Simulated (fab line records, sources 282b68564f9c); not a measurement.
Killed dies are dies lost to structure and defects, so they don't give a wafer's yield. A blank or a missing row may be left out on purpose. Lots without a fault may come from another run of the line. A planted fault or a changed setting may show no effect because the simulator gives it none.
Which tool did it? | flow rit_cmos | 14 lots, 42 wafers sampled, at 2 steps of a route of 202

WHAT THE GAUGES READ, wafer by wafer
The record holds no reading of a measuring or inspecting step that can be judged against a usual standard deviation.

WHICH TOOL RAN EACH LOT (tool, then ch and the chambers of the sampled wafers, then the start)
lot  | RIT_PSD_SOFTBAKE_02              | RIT_M1_PROBE_99
L230 | litho_track-02 ch 0, day 3 04:22 | prober-01, day 3 13:25
L231 | litho_track-03 ch 0, day 3 08:48 | -
L232 | litho_track-01 ch 0, day 3 14:08 | -
L234 | litho_track-01 ch 0, day 4 03:49 | -
L235 | litho_track-02 ch 0, day 4 06:14 | prober-02, day 4 15:22
L236 | litho_track-02 ch 0, day 4 12:12 | -
L237 | litho_track-01 ch 0, day 4 16:01 | -
L238 | litho_track-02 ch 0, day 4 18:19 | -
L239 | litho_track-01 ch 0, day 5 03:40 | -
L244 | litho_track-03 ch 0, day 6 12:20 | prober-01, day 6 21:35
L246 | litho_track-01 ch 0, day 7 04:15 | -
L249 | litho_track-01 ch 0, day 7 19:58 | -
L251 | litho_track-02 ch 0, day 8 08:02 | -
L253 | litho_track-03 ch 0, day 8 13:45 | -
- RIT_PSD_SOFTBAKE_02: time 60 s.
- RIT_M1_PROBE_99

WHAT THE TOOLS THEMSELVES READ (means of the sampled wafers that have a number; where no wafer has one, the mark that the record gives instead)
RIT_PSD_SOFTBAKE_02.
lot  | tool           | chill_plate_temp_C (C) | exhaust_pa (Pa) | heater_power_total_W (W) | plate_temp_C (C)
L230 | litho_track-02 | 23.08                  | 45.0            | 34.52                    | 90.04
L231 | litho_track-03 | 23.04                  | 45.7            | 34.52                    | 89.93
L232 | litho_track-01 | 23.05                  | 45.4            | 34.53                    | 90.24
L234 | litho_track-01 | 22.80                  | 45.1            | 34.58                    | 89.95
L235 | litho_track-02 | 22.89                  | 45.3            | 34.52                    | 89.89
L236 | litho_track-02 | 23.03                  | 45.2            | 34.56                    | 89.96
L237 | litho_track-01 | 23.13                  | 44.4            | 34.56                    | 90.01
L238 | litho_track-02 | 23.12                  | 44.1            | 34.60                    | 89.81
L239 | litho_track-01 | 23.08                  | 45.5            | 34.60                    | 89.88
L244 | litho_track-03 | 22.98                  | 44.6            | 34.56                    | 89.97
L246 | litho_track-01 | 22.91                  | 44.4            | 37.08                    | 94.63
L249 | litho_track-01 | 22.96                  | 44.9            | 36.98                    | 94.65
L251 | litho_track-02 | 22.91                  | 45.0            | 34.52                    | 89.92
L253 | litho_track-03 | 23.02                  | 45.9            | 34.57                    | 90.09

RIT_M1_PROBE_99.
lot  | tool      | killed_at_M0_to_M3 | killed_at_contacts | killed_at_front_end | killed_dies | killed_open | killed_short
L230 | prober-01 | 0.0                | 0.0                | 5                   | 5           | 2.0         | 2.7
L235 | prober-02 | 0.0                | 0.0                | 8                   | 8           | 2.3         | 6.0
L244 | prober-01 | 0.0                | 0.0                | 7                   | 7           | 4.7         | 2.0

THE ANSWER, worked out from the rows above alone
Rule: what is usual is taken from the lots themselves. Put in order of their means at a reading, lots are off if they are a third of the lots or fewer, leave a main group of 4 or more, and stand apart from it by a gap of 3 or more times the standard deviation of the main group's means; of several such gaps the widest counts. A main group whose means are all the same, to the digits that the tables above print for the reading, isn't used. A lot without any number at a reading at which 4 lots or more have one is off too. The other lots that the step has rows for count as sound. The gauges are gone through in route order, then the tools' own readings, and for those a lot's mean is taken as printed above. The first step at which some lot is off is used, and at that step the reading that is off furthest; a lot without a number counts as furthest.
Off: L246, L249, at RIT_PSD_SOFTBAKE_02 (heater_power_total_W). The main group: mean 34.55 W, standard deviation 0.03.
A tool fits if, at that step or a process step before it, it ran every lot that is off, and no sound lot after the first of them. One fits: litho_track-01 at RIT_PSD_SOFTBAKE_02. Its last sound lot is L239 (day 5 03:40), its first lot that is off L246 (day 7 04:15): a fault that began between those two fits.
The tool's own readings at RIT_PSD_SOFTBAKE_02 bear it out: on the lots that are off they differ by more than 5 times the standard deviation of the sound lots' means. heater_power_total_W reads 37.03 W there against 34.55 W on the sound lots; plate_temp_C reads 94.64 C there against 89.97 C on the sound lots.

WHAT THE SIMULATOR HAD PUT IN
Process parameter drift: litho_track-01, from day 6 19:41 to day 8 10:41, at RIT_PSD_SOFTBAKE_02. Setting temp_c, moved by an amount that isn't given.
Lots struck among those shown: L246, L249. The rule above found the same.
